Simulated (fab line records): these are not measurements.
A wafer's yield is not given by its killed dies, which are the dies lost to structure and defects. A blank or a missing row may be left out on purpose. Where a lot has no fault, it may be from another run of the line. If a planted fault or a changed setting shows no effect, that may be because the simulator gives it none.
The tool behind it: which one? :: flow rit-cmos :: 15 lots with 45 wafers sampled at 2 steps, on a route of 202 steps

## WHAT THE GAUGES SHOWED, per wafer
The record holds no reading of a measuring or inspecting step that can be judged against a usual standard deviation.

## WHICH TOOL RAN EACH LOT (tool, then ch and the chambers of the sampled wafers, then the start)
lot: L641
RIT_PWELL_STRIP_09: plasma-asher-02 ch 0,1, day 2 04:40
RIT_M1_PROBE_99: -

lot: L642
RIT_PWELL_STRIP_09: plasma-asher-03 ch 0,1, day 2 09:38
RIT_M1_PROBE_99: prober-01, day 4 00:51

lot: L643
RIT_PWELL_STRIP_09: plasma-asher-02 ch 0,1, day 2 13:55
RIT_M1_PROBE_99: -

lot: L644
RIT_PWELL_STRIP_09: plasma-asher-01 ch 0,1, day 2 21:32
RIT_M1_PROBE_99: -

lot: L645
RIT_PWELL_STRIP_09: plasma-asher-03 ch 0,1, day 3 01:04
RIT_M1_PROBE_99: -

lot: L646
RIT_PWELL_STRIP_09: plasma-asher-03 ch 0,1, day 3 05:33
RIT_M1_PROBE_99: -

lot: L647
RIT_PWELL_STRIP_09: plasma-asher-03 ch 0,1, day 3 09:50
RIT_M1_PROBE_99: -

lot: L648
RIT_PWELL_STRIP_09: plasma-asher-02 ch 0,1, day 3 15:58
RIT_M1_PROBE_99: prober-01, day 5 01:47

lot: L649
RIT_PWELL_STRIP_09: plasma-asher-02 ch 0,1, day 3 19:45
RIT_M1_PROBE_99: -

lot: L650
RIT_PWELL_STRIP_09: plasma-asher-03 ch 0,1, day 4 01:18
RIT_M1_PROBE_99: prober-02, day 5 11:22

lot: L652
RIT_PWELL_STRIP_09: plasma-asher-02 ch 0,1, day 4 10:35
RIT_M1_PROBE_99: prober-02, day 5 20:19

lot: L653
RIT_PWELL_STRIP_09: plasma-asher-02 ch 0,1, day 4 15:16
RIT_M1_PROBE_99: prober-01, day 6 01:19

lot: L654
RIT_PWELL_STRIP_09: plasma-asher-02 ch 0,1, day 4 21:31
RIT_M1_PROBE_99: prober-02, day 6 07:52

lot: L655
RIT_PWELL_STRIP_09: plasma-asher-01 ch 0,1, day 5 02:04
RIT_M1_PROBE_99: -

lot: L660
RIT_PWELL_STRIP_09: plasma-asher-03 ch 0,1, day 6 02:54
RIT_M1_PROBE_99: prober-02, day 7 13:33
- RIT_PWELL_STRIP_09: strips in O2, time 180 s.
- RIT_M1_PROBE_99

## WHAT THE TOOLS THEMSELVES READ (means of the sampled wafers that have a number; where no wafer has one, the mark that the record gives instead)
RIT_PWELL_STRIP_09.
lot: L641
tool: plasma-asher-02
drypump-motor-current-A (A): 5.55
o2-flow-sccm (sccm): 4002

lot: L642
tool: plasma-asher-03
drypump-motor-current-A (A): 5.70
o2-flow-sccm (sccm): 3984

lot: L643
tool: plasma-asher-02
drypump-motor-current-A (A): 5.42
o2-flow-sccm (sccm): 4006

lot: L644
tool: plasma-asher-01
drypump-motor-current-A (A): 5.67
o2-flow-sccm (sccm): 3999

lot: L645
tool: plasma-asher-03
drypump-motor-current-A (A): 5.72
o2-flow-sccm (sccm): 4001

lot: L646
tool: plasma-asher-03
drypump-motor-current-A (A): 5.57
o2-flow-sccm (sccm): 4002

lot: L647
tool: plasma-asher-03
drypump-motor-current-A (A): 5.72
o2-flow-sccm (sccm): 4003

lot: L648
tool: plasma-asher-02
drypump-motor-current-A (A): 5.42
o2-flow-sccm (sccm): 4016

lot: L649
tool: plasma-asher-02
drypump-motor-current-A (A): 5.55
o2-flow-sccm (sccm): 3997

lot: L650
tool: plasma-asher-03
drypump-motor-current-A (A): 5.73
o2-flow-sccm (sccm): 3990

lot: L652
tool: plasma-asher-02
drypump-motor-current-A (A): 5.41
o2-flow-sccm (sccm): 4674

lot: L653
tool: plasma-asher-02
drypump-motor-current-A (A): 5.56
o2-flow-sccm (sccm): 5331

lot: L654
tool: plasma-asher-02
drypump-motor-current-A (A): 5.55
o2-flow-sccm (sccm): 5333

lot: L655
tool: plasma-asher-01
drypump-motor-current-A (A): 5.93
o2-flow-sccm (sccm): 3999

lot: L660
tool: plasma-asher-03
drypump-motor-current-A (A): 5.56
o2-flow-sccm (sccm): 4000

RIT_M1_PROBE_99.
lot: L642
tool: prober-01
killed-at-contacts: 0.0
killed-at-front-end: 9.7
killed-dies: 9.7
killed-open: 4.3
killed-short: 5.3

lot: L648
tool: prober-01
killed-at-contacts: 0.0
killed-at-front-end: 10.3
killed-dies: 10.3
killed-open: 5.7
killed-short: 4.7

lot: L650
tool: prober-02
killed-at-contacts: 0.0
killed-at-front-end: 4.3
killed-dies: 4.3
killed-open: 1.7
killed-short: 2.7

lot: L652
tool: prober-02
killed-at-contacts: 0.0
killed-at-front-end: 4.7
killed-dies: 4.7
killed-open: 2.3
killed-short: 2.3

lot: L653
tool: prober-01
killed-at-contacts: 0.3
killed-at-front-end: 9.3
killed-dies: 9.7
killed-open: 4.0
killed-short: 5.7

lot: L654
tool: prober-02
killed-at-contacts: 0.0
killed-at-front-end: 11.7
killed-dies: 11.7
killed-open: 5.7
killed-short: 6.0

lot: L660
tool: prober-02
killed-at-contacts: 0.0
killed-at-front-end: 7.0
killed-dies: 7.0
killed-open: 1.7
killed-short: 5.3

## THE ANSWER, worked out from the rows above alone
Rule: the lots themselves supply what counts as usual. The widest of any qualifying gaps counts: lots, ordered by their means at a reading, are off when they make up no more than a third of the lots, leave a main group of 4 or more, and stand apart from it by 3 or more times the standard deviation of that group's means. A main group is skipped when, at the precision printed for the reading in the tables above, its means are all equal. A lot without any number at a reading at which 4 lots or more have one is off too. Any other lot the step has rows for is counted as sound. After the gauges, taken in route order, come the tools' own readings; for these a lot's mean is taken, as printed above. The first step at which some lot is off is used, and at that step the reading that is off furthest; a lot without a number counts as furthest.
Off at RIT_PWELL_STRIP_09 (o2-flow-sccm): L652, L653, L654. The main group: mean 4000 sccm, standard deviation 7.5.
If a tool, at that step or one of the process steps before it, ran each lot that is off and ran no sound lot following the first of them, it fits. One fits: RIT_PWELL_STRIP_09 on plasma-asher-02. A fault onset in the window from L649 (day 3 19:45, its last sound lot) to L652 (day 4 10:35, its first lot off) fits.
On the lots that are off, the tool's own readings at RIT_PWELL_STRIP_09 differ by more than 5 times the standard deviation of the sound lots' means, which bears it out; o2-flow-sccm reads 5113 sccm there versus 4000 sccm on the sound lots.

## WHAT WAS PUT IN BY THE SIMULATOR
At RIT_PWELL_STRIP_09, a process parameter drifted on plasma-asher-02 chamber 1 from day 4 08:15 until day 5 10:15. The setting o2-flow-sccm was moved by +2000, starting from 4000. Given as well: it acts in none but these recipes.
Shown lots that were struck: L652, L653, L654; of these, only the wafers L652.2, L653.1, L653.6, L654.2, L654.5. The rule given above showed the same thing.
